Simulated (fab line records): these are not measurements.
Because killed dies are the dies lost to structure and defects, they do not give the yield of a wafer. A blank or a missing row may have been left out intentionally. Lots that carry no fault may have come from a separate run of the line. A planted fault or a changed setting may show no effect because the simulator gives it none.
fab line records | flow berkeleyCmos170
record lots=7 | wafers=21 | lastDay=11
route steps=331 shown PWELL@42
lots untouched by any fault: they come from a run of this same line in which no faults occurred
startH: start of the lot's first displayed wafer, in hours after the record's first day | waitH: hours from the lot's prior step to this one | " same as the row above | L1.1+2: a single row standing in for several wafers | - either no value or no given start | * or withheld: withheld | < > ~ a bound
route shown NAME@n: NAME is a module with steps in the file, n the number in the route of the first one | usual: mean and standard deviation over wafers with no fault | same: alike in all rows | chamber/n: place in a boat | sites: readings site by site | _std_site: their standard deviation | _edge_site: outer sites' mean less inner sites' | radiusMm: for every site, how far away it sits from the centre of the wafer | mask NAME#n: copy n | behind: the tool/chamber that last shaped the wafer | hold: why the lot went on hold/how many hours it stayed there/how the hold came to an end | device: names the non-switching transistor (n, p or np) | end of line: the tests these same wafers got at the end of their route | where a step has no rows: the recipe by itself | killed: the dies lost at the first sort to structure and to defects; this is not the yield of the wafer | map: a wafer's dies, x killed, . not, _ none there
set.NAME: the run value of the setting; set.NAME@STEP: its run value at that earlier step | model.NAME: the simulator's own value behind a step, which no gauge read
lots at selected steps of the route; one table per step, one row per wafer
services: when a tool's chamber went out of use (startH, in hours from the record's first day, below 0 if earlier), for how many hours, and the reason
## steps
# step UCB170_PWELL_COAT_08
# recipe resist=KrF | spinRpm=1500 | resistThkNm=890.8
# step UCB170_PWELL_SOFTBAKE_09
# recipe resist=KrF | tempC=130 | timeS=60
# step UCB170_PWELL_EXPOSE_10
# recipe maskId=PWELL | targetCdNm=3000 | na=0.5 | sigmaOuter=0.6 | sourceShape=conventional | doseMj=19
# step UCB170_PWELL_PEB_11
# recipe pebTempC=130 | pebTimeS=withheld | resist=KrF
# step UCB170_PWELL_DEVELOP_12
# recipe developer=TMAH | developTimeS=45 | resist=KrF | devTempC=21
# step UCB170_PWELL_OVL_MEAS_13
# usual PWELL_OVL=1/5.4
lot.wafer | tool       | chamber | startH | waitH | PWELL_OVL[nm]
L443.1    | overlay-01 | -       | 64.45  | -     | 6
L443.2    | "          | -       | "      | "     | 1
L443.4    | "          | -       | "      | "     | -3
L442.2    | overlay-01 | -       | 64.65  | -     | -4
L442.3    | "          | -       | "      | "     | -1
L442.6    | "          | -       | "      | "     | 3
L452.2    | overlay-02 | -       | 119.04 | -     | -8
L452.3    | "          | -       | "      | "     | -5
L452.6    | "          | -       | "      | "     | -3
L453.2    | overlay-01 | -       | 123.41 | -     | 4
L453.3    | "          | -       | "      | "     | 7
L453.6    | "          | -       | "      | "     | 3
L454.4    | overlay-02 | -       | 131.47 | -     | -8
L454.5    | "          | -       | "      | "     | -10
L454.6    | "          | -       | "      | "     | -3
L459.3    | overlay-02 | -       | 154.10 | -     | 8
L459.5    | "          | -       | "      | "     | 9
L459.6    | "          | -       | "      | "     | -1
L460.2    | overlay-01 | -       | 157.44 | -     | -2
L460.4    | "          | -       | "      | "     | -7
L460.6    | "          | -       | "      | "     | -8
# step UCB170_PWELL_ETCH_14
# recipe chemistry=CH3F/Ar/O2 | target=Si3N4 | stopOn=SiO2 | CH3F_flow_sccm=20 | Ar_flow_sccm=50 | O2_flow_sccm=7 | pressureMtorr=50 | rfW=450 | targetDepthA=2420 | overEtchFrac=0.1 | timeS=151
# usual CH3F_flow_sccm=20.00/0.063 | O2_flow_sccm=7.003/0.02 | drypumpMotorCurrentA=5.80/0.29 | oesProductAu=0.943/0.013 | throttleValvePct=8.00/0.14
lot.wafer | tool       | chamber | startH | waitH | CH3F_flow_sccm | O2_flow_sccm | drypumpMotorCurrentA | oesProductAu | rfHoursCounterH | throttleValvePct
L443.1    | rieDiel-03 | 1       | 64.49  | 0.0   | 19.96          | 7.047        | 6.21                 | 0.938        | 102             | 7.85
L443.2    | "          | 3       | "      | "     | 20.02          | 7.020        | 6.18                 | 0.949        | 30              | 7.98
L443.4    | "          | 2       | "      | "     | 20.22          | 6.993        | 5.98                 | 0.953        | 96              | 8.06
L442.2    | rieDiel-02 | 3       | 64.68  | 0.0   | 19.91          | 7.017        | 5.56                 | 0.953        | 65              | 8.00
L442.3    | "          | 0       | "      | "     | 19.97          | 7.011        | 6.05                 | 0.965        | 39              | 8.02
L442.6    | "          | 1       | "      | "     | 20.01          | 7.009        | 5.68                 | 0.919        | -               | 7.92
L452.2    | rieDiel-02 | 0       | 119.07 | 0.0   | 19.92          | 7.010        | 6.03                 | 0.958        | 43              | 8.04
L452.3    | "          | 3       | "      | "     | 19.98          | 7.015        | 5.58                 | 0.964        | 67              | 8.01
L452.6    | "          | 3       | "      | "     | 20.05          | 7.019        | 5.56                 | 0.953        | -               | 8.01
L453.2    | rieDiel-02 | 3       | 123.44 | 0.0   | 20.01          | 7.009        | 5.56                 | 0.960        | 67              | 7.99
L453.3    | "          | 3       | "      | "     | 19.98          | 6.987        | 5.56                 | 0.957        | -               | 8.01
L453.6    | "          | 3       | "      | "     | 19.97          | 7.016        | 5.56                 | 0.947        | -               | 8.02
L454.4    | rieDiel-03 | 2       | 131.49 | 0.0   | 20.02          | 7.050        | 5.97                 | 0.951        | 99              | 8.04
L454.5    | "          | 1       | "      | "     | 20.00          | 6.993        | 6.19                 | 0.939        | -               | 7.87
L454.6    | "          | 0       | "      | "     | 19.92          | 7.001        | 5.58                 | 0.947        | -               | 7.94
L459.3    | rieDiel-01 | 2       | 154.12 | 0.0   | 19.99          | 7.006        | 5.83                 | 0.933        | 155             | 7.82
L459.5    | "          | 3       | "      | "     | 20.00          | 6.987        | 6.09                 | 0.958        | -               | 8.34
L459.6    | "          | 0       | "      | "     | 20.09          | 6.971        | 5.22                 | 0.938        | -               | 8.22
L460.2    | rieDiel-01 | 0       | 157.47 | 0.0   | 19.99          | 6.997        | 5.26                 | 0.934        | 54              | 8.20
L460.4    | "          | 2       | "      | "     | 19.90          | 7.010        | 5.85                 | 0.937        | 155             | 7.80
L460.6    | "          | 0       | "      | "     | 19.91          | 6.990        | 5.27                 | 0.927        | -               | 8.22
# step UCB170_PWELL_IMPLANT_15
# recipe species=B | doseCm2=5e+12 | energyKev=60 | tiltDeg=7
# step UCB170_PWELL_STRIP_16
# recipe chemistry=O2 | powerW=400 | pressureMtorr=3500 | platenTempC=withheld | o2FlowSccm=400 | overashFraction=0.5
# usual drypumpMotorCurrentA=6.04/0.19 | oesProductAu=0.721/0.0048 | stripTimeToEndpointS=17.84/0.082
lot.wafer | tool           | chamber | startH | waitH | drypumpMotorCurrentA | oesProductAu | rfHoursCounterH | stripTimeToEndpointS
L443.1    | plasmaAsher-02 | 1       | 64.74  | 0.1   | 5.77                 | 0.723        | 35              | 17.89
L443.2    | "              | 0       | "      | "     | 6.12                 | 0.718        | 35              | 17.91
L443.4    | "              | 0       | "      | "     | 6.12                 | 0.715        | -               | 17.85
L442.2    | plasmaAsher-01 | 1       | 64.93  | 0.1   | 5.78                 | 0.718        | 38              | 17.97
L442.3    | "              | 0       | "      | "     | 6.29                 | 0.719        | -               | 17.89
L442.6    | "              | 1       | "      | "     | 5.78                 | 0.722        | -               | 17.92
L452.2    | plasmaAsher-02 | 1       | 119.32 | 0.1   | 5.77                 | 0.716        | 39              | 17.76
L452.3    | "              | 0       | "      | "     | 6.13                 | 0.721        | -               | 17.77
L452.6    | "              | 1       | "      | "     | 5.76                 | 0.719        | -               | 17.86
L453.2    | plasmaAsher-03 | 0       | 123.74 | 0.1   | 6.25                 | 0.718        | 1               | 17.71
L453.3    | "              | 1       | "      | "     | 6.06                 | 0.722        | -               | 17.72
L453.6    | "              | 1       | "      | "     | 6.06                 | 0.721        | -               | 17.74
L454.4    | plasmaAsher-02 | 1       | 131.77 | 0.1   | 5.80                 | 0.717        | -               | 17.85
L454.5    | "              | 1       | "      | "     | 5.80                 | 0.724        | -               | 17.85
L454.6    | "              | 0       | "      | "     | 6.16                 | 0.721        | -               | 17.75
L459.3    | plasmaAsher-03 | 0       | 154.40 | 0.1   | 6.20                 | 0.713        | -               | 17.71
L459.5    | "              | 0       | "      | "     | 6.23                 | 0.718        | -               | 17.69
L459.6    | "              | 1       | "      | "     | 6.04                 | 0.724        | -               | 17.83
L460.2    | plasmaAsher-03 | 1       | 157.72 | 0.1   | 6.05                 | 0.722        | 4               | 17.95
L460.4    | "              | 0       | "      | "     | 6.20                 | 0.712        | -               | 17.78
L460.6    | "              | 0       | "      | "     | 6.25                 | 0.720        | -               | 17.92
# step UCB170_PWELL_TW_MEAS_17
# usual PWELL_TW=381/3.3
lot.wafer | tool         | chamber | startH | waitH | PWELL_TW
L443.1    | filmMetro-04 | -       | 64.84  | 0.1   | 378
L443.2    | "            | -       | "      | "     | 380
L443.4    | "            | -       | "      | "     | 376
L442.2    | filmMetro-03 | -       | 65.04  | 0.1   | 378
L442.3    | "            | -       | "      | "     | 380
L442.6    | "            | -       | "      | "     | 379
L452.2    | filmMetro-04 | -       | 119.43 | 0.1   | 379
L452.3    | "            | -       | "      | "     | 382
L452.6    | "            | -       | "      | "     | 379
L453.2    | filmMetro-01 | -       | 123.85 | 0.1   | 389
L453.3    | "            | -       | "      | "     | 385
L453.6    | "            | -       | "      | "     | 387
L454.4    | filmMetro-04 | -       | 131.87 | 0.1   | 378
L454.5    | "            | -       | "      | "     | 377
L454.6    | "            | -       | "      | "     | 378
L459.3    | filmMetro-03 | -       | 154.49 | 0.1   | 379
L459.5    | "            | -       | "      | "     | 377
L459.6    | "            | -       | "      | "     | 378
L460.2    | filmMetro-01 | -       | 157.83 | 0.1   | 385
L460.4    | "            | -       | "      | "     | 385
L460.6    | "            | -       | "      | "     | 384
# step UCB170_PWELL_CLEAN_18
# recipe chemistry=SPM | tempC=120 | timeS=600
# step UCB170_PWELL_WET_ETCH_19
# recipe chemistry=H3PO4 | target=Si3N4 | tempC=160 | timeS=14400
# step UCB170_PWELL_WET_ETCH_20
# recipe chemistry=BOE | dilution=5:1 | target=SiO2 | tempC=25 | timeS=22
# usual bathHeatDutyPct=6.4/0.57 | runLengthS=50.2/2.2
lot.wafer | tool        | chamber | startH | waitH | bathHeatDutyPct | runLengthS
L442.2    | wetBench-04 | 0       | 70.13  | 0.0   | 6.4             | 49.3
L442.3    | "           | 0       | "      | "     | 5.4             | 49.3
L442.6    | "           | 0       | "      | "     | 6.7             | 49.3
L443.1    | wetBench-03 | 1       | 70.17  | 0.0   | 6.1             | 49.2
L443.2    | "           | 1       | "      | "     | 6.9             | 49.2
L443.4    | "           | 1       | "      | "     | 6.6             | 49.2
L452.2    | wetBench-03 | 3       | 123.79 | 0.1   | -               | -
L452.3    | "           | 3       | "      | "     | -               | -
L452.6    | "           | 3       | "      | "     | -               | -
L453.2    | wetBench-02 | 0       | 128.40 | 0.0   | -               | -
L453.3    | "           | 0       | "      | "     | -               | -
L453.6    | "           | 0       | "      | "     | -               | -
L454.4    | wetBench-04 | 3       | 137.34 | 0.0   | -               | -
L454.5    | "           | 3       | "      | "     | -               | -
L454.6    | "           | 3       | "      | "     | -               | -
L459.3    | wetBench-04 | 0       | 158.80 | 0.1   | 7.0             | 54.1
L459.5    | "           | 0       | "      | "     | 5.9             | 54.1
L459.6    | "           | 0       | "      | "     | 7.1             | 54.1
L460.2    | wetBench-02 | 2       | 163.02 | 0.5   | 6.6             | 50.0
L460.4    | "           | 2       | "      | "     | 7.3             | 50.0
L460.6    | "           | 2       | "      | "     | 6.6             | 50.0
## services
tool           | chamber | startH | hours | kind
rieDiel-03     | 0       | 42.96  | 3.1   | repair
rieDiel-01     | 3       | 69.11  | -     | clean
rieDiel-01     | 3       | 69.11  | 25.5  | scheduledDown
rieDiel-01     | 3       | 69.11  | 25.5  | ventCycle
plasmaAsher-02 | -       | 80.80  | 6.5   | repair
rieDiel-02     | 3       | 83.02  | 33.4  | repair
plasmaAsher-02 | -       | 87.30  | 2.8   | pm
rieDiel-03     | -       | 90.75  | 3.3   | repair
rieDiel-03     | -       | 93.70  | 0.4   | repair
rieDiel-02     | 2       | 99.27  | 30.9  | repair
wetBench-04    | -       | 99.40  | 4.4   | pm
plasmaAsher-03 | -       | 108.75 | 9.0   | pm
plasmaAsher-03 | 0       | 108.75 | 9.0   | ventCycle
plasmaAsher-03 | 1       | 108.75 | 9.0   | ventCycle
plasmaAsher-02 | -       | 110.97 | 6.7   | repair
plasmaAsher-01 | -       | 114.66 | 22.8  | repair
plasmaAsher-03 | 0       | 117.75 | -     | clean
plasmaAsher-03 | 1       | 117.75 | -     | clean
rieDiel-02     | 0       | 121.29 | 13.2  | repair
rieDiel-03     | 2       | 141.53 | 1.6   | repair
rieDiel-01     | 2       | 160.21 | -     | clean
rieDiel-01     | 2       | 160.21 | 18.3  | scheduledDown
rieDiel-01     | 2       | 160.21 | 18.3  | ventCycle
## key
firstSign step=UCB170_PWELL_WET_ETCH_20 | reading=toolRecord | direction=missing
effect none on later readings
metAt UCB170_PWELL_WET_ETCH_20
struckWafers L452.2,L452.3,L452.6,L453.2,L453.3,L453.6,L454.4,L454.5,L454.6
laterRowsLeftOut L452.2,L452.3,L452.6,L453.2,L453.3,L453.6,L454.4,L454.5,L454.6
sortLeftOut L452.2,L452.3,L452.6,L453.2,L453.3,L453.6,L454.4,L454.5,L454.6
testerLeftOut L452,L453,L454
onsetBetween 70.17 123.79
fault kind=skippedStepWhole | tool=wetBench-02,wetBench-03,wetBench-04 | chamber=- | onsetH=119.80 | steps=UCB170_PWELL_WET_ETCH_20 | scope=struckLotsOnly
# testerLeftOut: of these lots the tester's yield and bins aren't shown, on N5 and GAA mostly nor the transistor test; their killed dies are dies lost to structure and defects alone, not to doping, threshold or leakage, so they don't give the yield
# sortLeftOut: the simulated sort isn't trusted on such a fault, so these wafers' sort isn't shown, and their yield isn't known
# laterRowsLeftOut: the simulator's readings of these wafers behind a module that went badly wrong aren't trusted and aren't shown, but for the sort
